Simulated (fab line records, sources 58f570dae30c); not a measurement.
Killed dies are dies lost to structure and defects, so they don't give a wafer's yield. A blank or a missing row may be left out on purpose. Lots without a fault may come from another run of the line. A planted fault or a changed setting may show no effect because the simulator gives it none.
Chamber matching | flow berkeley_cmos170 | UCB170_V2_ETCH_14 on rie_diel-03: 4 sister chambers
The step etches SiO2 in CHF3/CF4/Ar, stops on Al, target depth 1250 nm, time 291 s. 8 wafers are shown with their chamber, then 8 later ones without.

WAFERS WITH THEIR CHAMBER
wafer  | chamber | drypump_motor_current_A (A) | throttle_valve_pct (%)
L936.6 | 2       | 4.8                         | 6.77
L935.1 | 0       | 6.0                         | 6.95
L935.3 | 3       | 5.7                         | 7.06
L935.6 | 3       | 5.8                         | 7.05
L937.1 | 0       | 6.0                         | 6.95
L937.2 | 2       | 4.8                         | 6.79
L937.5 | 1       | 5.4                         | 7.00
L938.1 | 1       | 5.4                         | 6.99

WAFERS WITHOUT THEIR CHAMBER
wafer  | drypump_motor_current_A (A) | throttle_valve_pct (%)
L938.2 | 4.8                         | 6.77
L938.5 | 4.8                         | 6.81
L948.3 | 6.0                         | 6.95
L948.4 | 4.8                         | 6.81
L948.6 | 6.0                         | 6.95
L954.1 | 5.4                         | 6.98
L954.4 | 4.8                         | 6.80
L954.5 | 5.4                         | 7.00

WHICH CHAMBER EACH WENT THROUGH
wafer  | from the rows above | in truth
L938.2 | 2                   | 2
L938.5 | 2                   | 2
L948.3 | 0                   | 0
L948.4 | 2                   | 2
L948.6 | 0                   | 0
L954.1 | 1                   | 1
L954.4 | 2                   | 2
L954.5 | 1                   | 1
Placed correctly: 8 of 8. Can't be placed from these rows: 0. Placed wrongly: 0.
How it was worked out, from the rows above alone: a wafer's distance from a chamber is the root of the sum, over the readings, of the square of ((its reading less the chamber's mean) divided by the reading's scatter). The wafer belongs to the nearest chamber; if the next one is less than 2 further off, it can't be placed. A chamber's mean is the mean of its shown wafers. The scatter: the root of (the sum of the squares of (reading less its chamber's mean) over the shown wafers, divided by (wafers less chambers)).
